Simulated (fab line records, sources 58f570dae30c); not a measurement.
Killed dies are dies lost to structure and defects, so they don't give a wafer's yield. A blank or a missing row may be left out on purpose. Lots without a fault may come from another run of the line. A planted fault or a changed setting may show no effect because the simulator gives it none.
fab line records | flow berkeley_cmos170
record lots=14 wafers=42 last_day=11
route steps=331 shown PVT@123
lots that met no fault: from a run of the same line without faults
start_h: hours from the record's first day to the start of the lot's first wafer shown | wait_h: hours since the lot's step before | " the same as in the row above | L1.1+2: a row that stands for several wafers | - no value, or no start given | * or withheld: withheld | < > ~ a bound
route shown NAME@n: a module of which the file shows steps, and the number in the route of the first | usual: mean/standard deviation of fault-free wafers | same: alike in all rows | chamber/n: place in a boat | sites: the reading at each site | _std_site: their standard deviation | _edge_site: outer sites' mean less inner sites' | radius_mm: how far each site lies from the wafer's centre | mask NAME#n: copy n | behind: the tool/chamber that last shaped the wafer | hold: why the lot was held/for how many hours/how that ended | device: the transistor (n, p or np) that didn't switch | end of line: the same wafers' tests at the end of the route | a step without rows: its recipe alone | killed: dies lost to structure and defects at the first sort, not the wafer's yield | map: a wafer's dies, x killed, . not, _ none there
set.NAME: the setting as run; set.NAME@STEP: as run at that earlier step | model.NAME: the simulator's own value behind a step, which no gauge read
steps of the route over a sample of lots; a table a step, a row a wafer
services: from which hour (start_h, from the record's first day; less than 0 if before it) a tool's chamber was out of use, for how many hours, and why
## steps
# step UCB170_PVT_STRIP_08
# recipe chemistry=O2 power_w=400 pressure_mtorr=3500 platen_temp_c=withheld o2_flow_sccm=400 overash_fraction=0.5
# usual chamber_pressure_mTorr=3499.7/3 drypump_motor_current_A=5.9/0.59 o2_flow_sccm=400.2/1 oes_product_au=0.734/0.0041 strip_time_to_endpoint_s=21.63/0.066
# columns lot.wafer tool chamber start_h wait_h chamber_pressure_mTorr drypump_motor_current_A o2_flow_sccm oes_product_au rf_hours_counter_h strip_time_to_endpoint_s
L895.1 plasma_asher-02 0 126.54 0.1 3501.9 6.8 399.2 0.734 1 21.59
L895.2 " 1 " " 3501.5 5.3 402.6 0.738 1 21.61
L895.6 " 1 " " 3497.8 5.2 401.9 0.737 - 21.59
L893.1 plasma_asher-03 1 126.68 0.1 3498.8 5.8 401.3 0.738 43 21.64
L893.2 " 0 " " 3501.6 5.9 399.3 0.732 43 21.59
L893.3 " 0 " " 3498.0 5.9 401.4 0.724 - 21.62
L896.1 plasma_asher-04 0 137.69 0.1 3501.9 6.5 399.9 0.733 32 21.66
L896.3 " 0 " " 3498.0 6.5 400.0 0.735 - 21.61
L896.5 " 1 " " 3499.1 5.3 401.3 0.730 - 21.64
L898.2 plasma_asher-04 1 147.71 0.1 3496.7 5.3 400.3 0.732 33 21.62
L898.5 " 0 " " 3497.8 6.5 399.3 0.736 - 21.69
L898.6 " 1 " " 3493.0 5.3 400.4 0.731 - 21.67
L899.1 plasma_asher-03 1 147.75 0.1 3498.3 5.8 399.6 0.730 45 21.67
L899.3 " 0 " " 3500.6 5.9 398.8 0.743 - 21.64
L899.6 " 1 " " 3501.9 5.8 399.1 0.734 - 21.64
L901.1 plasma_asher-04 0 164.59 0.1 3501.4 6.5 400.1 0.736 36 21.58
L901.4 " 1 " " 3496.5 5.3 399.8 0.736 - 21.61
L901.5 " 1 " " 3498.9 5.3 399.8 0.730 - 21.60
L905.1 plasma_asher-04 0 173.65 0.1 3498.4 6.5 401.6 0.733 37 21.70
L905.2 " 1 " " 3503.6 5.3 399.8 0.737 37 21.66
L905.5 " 0 " " 3501.7 6.5 400.8 0.741 - 21.73
L903.1 plasma_asher-02 0 173.68 0.1 3500.9 6.8 398.5 0.726 7 21.62
L903.4 " 1 " " 3497.5 5.2 398.5 0.734 - 21.66
L903.5 " 0 " " 3499.7 6.8 398.9 0.731 - 21.74
L906.1 plasma_asher-04 1 173.93 0.1 3499.6 5.3 478.9 0.752 37 21.01
L906.3 " 1 " " 3503.0 5.3 481.1 0.742 - 21.09
L906.6 " 0 " " 3500.9 6.5 480.6 0.741 - 21.08
L907.2 plasma_asher-04 1 183.36 0.1 3499.6 5.3 482.9 0.747 39 21.09
L907.3 " 1 " " 3498.2 5.3 481.0 0.753 - 21.05
L907.6 " 1 " " 3503.0 5.3 481.4 0.746 - 21.06
L911.2 plasma_asher-03 0 190.38 0.1 3498.0 5.9 400.8 0.725 50 21.64
L911.4 " 1 " " 3503.7 5.8 399.6 0.737 - 21.72
L911.5 " 1 " " 3504.0 5.9 399.2 0.727 - 21.68
L912.1 plasma_asher-02 0 207.71 0.1 3507.5 6.8 400.5 0.734 10 21.68
L912.2 " 1 " " 3499.8 5.2 400.0 0.734 10 21.69
L912.4 " 1 " " 3502.2 5.2 400.3 0.739 - 21.62
L913.1 plasma_asher-03 1 207.94 0.1 3500.8 5.9 398.9 0.741 52 21.46
L913.2 " 0 " " 3497.3 5.9 399.6 0.733 52 21.44
L913.6 " 0 " " 3498.0 5.9 399.9 0.735 - 21.50
L916.2 plasma_asher-02 1 214.05 0.1 3502.0 5.2 400.5 0.734 11 21.71
L916.3 " 1 " " 3501.7 5.2 399.0 0.734 - 21.77
L916.6 " 1 " " 3500.3 5.2 399.9 0.738 - 21.77
## services
# columns tool chamber start_h hours kind
plasma_asher-04 - 105.77 2.1 repair
plasma_asher-02 - 108.75 9.0 pm
plasma_asher-02 0 108.75 9.0 vent_cycle
plasma_asher-02 1 108.75 9.0 vent_cycle
plasma_asher-04 - 111.17 2.8 repair
plasma_asher-02 0 117.75 - clean
plasma_asher-02 1 117.75 - clean
plasma_asher-03 - 154.94 2.8 pm
plasma_asher-03 - 163.50 9.4 repair
plasma_asher-02 - 177.81 9.5 repair
## key
first_sign step=UCB170_PVT_STRIP_08 reading=o2_flow_sccm direction=up sigmas=80 usual=400.2 struck=481.0
effect step=UCB170_PVT_STRIP_08 reading=strip_time_to_endpoint_s direction=down sigmas=8.6 usual=* struck=*
met_at UCB170_PVT_STRIP_08
struck_lots L906,L907
tester_left_out L906,L907
onset_between 173.65 173.93
fault kind=process_parameter_drift tool=plasma_asher-04 chamber=- onset_h=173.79 steps=UCB170_PVT_STRIP_08 channel=o2_flow_sccm offset=80 shape=step end_h=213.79 acts_in=these_recipes_only stated=400
# tester_left_out: of these lots the tester's yield and bins aren't shown, on N5 and GAA mostly nor the transistor test; their killed dies are dies lost to structure and defects alone, not to doping, threshold or leakage, so they don't give the yield
